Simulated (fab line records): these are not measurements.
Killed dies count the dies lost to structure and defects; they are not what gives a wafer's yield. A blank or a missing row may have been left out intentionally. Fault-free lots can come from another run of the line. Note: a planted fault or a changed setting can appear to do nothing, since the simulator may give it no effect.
Struck lot and sound lot, side by side / flow berkeley_cmos170 / 45 steps out of a route of 331
Sound: wafers L739.2, L739.3, L739.5. Struck: wafers L738.2, L738.5, L738.6. The cause is given at the end.
Per side, at each step with rows, come the tool, then ch with its chambers, and then its first start. Under that, the readings that differ: sound wafers / struck wafers / difference of the means / sigmas: that difference in standard deviations of wafers without a fault.
alike: readings whose means differ by less than 2 such deviations, and words and numbers that are the same on both sides. not compared: withheld readings, readings that some wafer has no value for, bounds like >300 that may hide the same value, and numbers for which the record gives no deviation and whose values overlap.
The two part at a step that has a row with sigmas, a row that says differs or no value, or rows on one side only. Numbers that have no deviation but don't overlap get no sigmas and don't part them. A reading missing from all wafers of one side parts the sides only when that side holds two or more wafers.

first, 6 steps without rows for these wafers: UCB170_ZERO_HMDS_00 (prime time 60 s); UCB170_ZERO_COAT_01 (resist thk 900 nm); UCB170_ZERO_SOFTBAKE_02 (time 60 s); UCB170_ZERO_EXPOSE_03 (exposes mask PM MARKS, target cd 4000 nm); UCB170_ZERO_PEB_04; UCB170_ZERO_DEVELOP_05 (develop time 45 s).
UCB170_ZERO_ETCH_06: etches SiO2 in CHF3/CF4/Ar, time 12 s.
  sound on rie_diel-02 ch 1,2, day 5 07:07; struck on rie_diel-02 ch 0,1, day 5 01:35
  alike: drypump_motor_current_A, mfc_ar_sccm, oes_product_au, throttle_valve_pct
  not compared: rf_hours_counter_h
UCB170_ZERO_STRIP_07: strips in O2.
  sound on plasma_asher-04 ch 0,1, day 5 07:09; struck on plasma_asher-02 ch 0,1, day 5 01:37
reading=strip_time_to_endpoint_s (s); sound=21.45 21.45 21.42; struck=21.61 21.57 21.56; difference=+0.14; sigmas=+2
  alike: drypump_motor_current_A, o2_flow_sccm, oes_product_au
  not compared: rf_hours_counter_h
then, 2 steps without rows for these wafers: UCB170_NWELL_WET_ETCH_00 (etches SiO2 in dHF, time 200 s); UCB170_NWELL_OXIDATION_01 (target thk 26.4 nm, ox time 1260 s).
UCB170_NWELL_THK_MEAS_02:
  sound on film_metro-02, day 5 12:34; struck on film_metro-02, day 5 04:46
  alike: NWELL_OXIDE_THK
then, 1 step without rows for these wafers: UCB170_NWELL_ANNEAL_03 (time 900 s).
UCB170_NWELL_CVD_04: deposits Si3N4 from SiH2Cl2/NH3, target thk 224 nm, time 3360 s.
  sound on lpcvd-02 ch 1, day 5 17:47; struck on lpcvd-01 ch 1, day 5 09:35
  alike: nh3_flow_sccm
UCB170_NWELL_THK_MEAS_05:
  sound on film_metro-02, day 5 19:44; struck on film_metro-02, day 5 11:32
reading=NWELL_NITRIDE_THK (nm); sound=228.8 228.9 227.0; struck=221.7 222.4 220.9; difference=-6.6; sigmas=-3
then, 6 steps without rows for these wafers: UCB170_NWELL_HMDS_06 (prime time 60 s); UCB170_NWELL_COAT_07 (resist thk 900 nm); UCB170_NWELL_SOFTBAKE_08 (time 60 s); UCB170_NWELL_EXPOSE_09 (exposes mask NWELL, target cd 3000 nm); UCB170_NWELL_PEB_10; UCB170_NWELL_DEVELOP_11 (develop time 45 s).
UCB170_NWELL_OVL_MEAS_12:
  sound on overlay-01, day 5 21:04; struck on overlay-01, day 5 12:56
  alike: NWELL_OVL
UCB170_NWELL_ETCH_13: etches Si3N4 in CH3F/Ar/O2, stops on SiO2, target depth 246.4 nm, time 154 s.
  sound on rie_diel-03 ch 1,2,3, day 5 21:06; struck on rie_diel-04 ch 0,2,3, day 5 12:58
reading=oes_product_au (a.u.); sound=0.954 0.951 0.949; struck=0.916 0.925 0.927; difference=-0.029; sigmas=-2
  alike: drypump_motor_current_A, mfc_ar_sccm, throttle_valve_pct
  not compared: rf_hours_counter_h
next, for these wafers, 1 step has no rows: UCB170_NWELL_IMPLANT_14.
UCB170_NWELL_STRIP_15: strips in O2.
  sound on plasma_asher-02 ch 0,1, day 5 21:21; struck on plasma_asher-02 ch 0,1, day 5 13:13
reading=strip_time_to_endpoint_s (s); sound=18.17 18.23 18.09; struck=17.95 18.09 18.03; difference=-0.14; sigmas=-2
  alike: drypump_motor_current_A, o2_flow_sccm, oes_product_au
  not compared: rf_hours_counter_h
UCB170_NWELL_TW_MEAS_16:
  sound on film_metro-03, day 5 21:28; struck on film_metro-03, day 5 13:19
  alike: NWELL_TW
then, 6 steps without rows for these wafers: UCB170_NWELL_CLEAN_17 (cleans in SPM, time 600 s); UCB170_NWELL_WET_ETCH_18 (etches Si3N4 in H3PO4, time 14400 s); UCB170_NWELL_WET_ETCH_19 (etches SiO2 in BOE, time 22 s); UCB170_PWELL_CLEAN_00 (cleans in SPM, time 600 s); UCB170_PWELL_CLEAN_01 (cleans in dHF, time 60 s); UCB170_PWELL_OXIDATION_02 (target thk 26.4 nm, ox time 1260 s).
UCB170_PWELL_THK_MEAS_03:
  sound on film_metro-04, day 6 07:16; struck on film_metro-01, day 5 21:43
  alike: PWELL_OXIDE_THK
then, 2 steps without rows for these wafers: UCB170_PWELL_ANNEAL_04 (time 900 s); UCB170_PWELL_CVD_05 (deposits Si3N4 from SiH2Cl2/NH3, target thk 220 nm, time 3300 s).
UCB170_PWELL_THK_MEAS_06:
  sound on film_metro-04, day 6 13:29; struck on film_metro-04, day 6 02:34
  alike: PWELL_NITRIDE_THK
then, 6 steps without rows for these wafers: UCB170_PWELL_HMDS_07 (prime time 60 s); UCB170_PWELL_COAT_08 (resist thk 900 nm); UCB170_PWELL_SOFTBAKE_09 (time 60 s); UCB170_PWELL_EXPOSE_10 (exposes mask PWELL, target cd 3000 nm); UCB170_PWELL_PEB_11; UCB170_PWELL_DEVELOP_12 (develop time 45 s).
UCB170_PWELL_OVL_MEAS_13:
  sound on overlay-01, day 6 14:23; struck on overlay-01, day 6 03:49
  alike: PWELL_OVL
UCB170_ACTIVE_DEVELOP_12: develop time 47.04 s.
  sound: litho_track-01 ch 0; struck: litho_track-01 ch 0
reading=model.ACTIVE.cd_nm (nm); sound=1197 1196 1197; struck=1204 1204 1205; difference=+8; sigmas=
  alike: chill_plate_temp_C
UCB170_ACTIVE_ETCH_15: etches Si3N4 in CH3F/Ar/O2, stops on SiO2, target depth 242 nm, time 151 s.
  sound on rie_diel-04 ch 0,2, day 7 19:22; struck on rie_diel-01 ch 1,2, day 7 07:11
reading=model.ACTIVE.cd_nm (nm); sound=1197 1196 1197; struck=1204 1205 1205; difference=+8; sigmas=
  alike: drypump_motor_current_A, mfc_ar_sccm, oes_product_au, throttle_valve_pct
  not compared: rf_hours_counter_h
-- the record jumps here: 4 days lie between the struck wafers' starts before and after (it left off in module ACTIVE and takes up again in module M3, whose first step shown is number 331 of the route) --
UCB170_M3_PROBE_99:
  the record has rows for the struck wafers here (prober-02, day 11 14:37) and none for the sound ones

WHERE THEY PART
First at UCB170_ZERO_STRIP_07; last, within this record, at UCB170_M3_PROBE_99.

WHY: whatever the simulator had introduced
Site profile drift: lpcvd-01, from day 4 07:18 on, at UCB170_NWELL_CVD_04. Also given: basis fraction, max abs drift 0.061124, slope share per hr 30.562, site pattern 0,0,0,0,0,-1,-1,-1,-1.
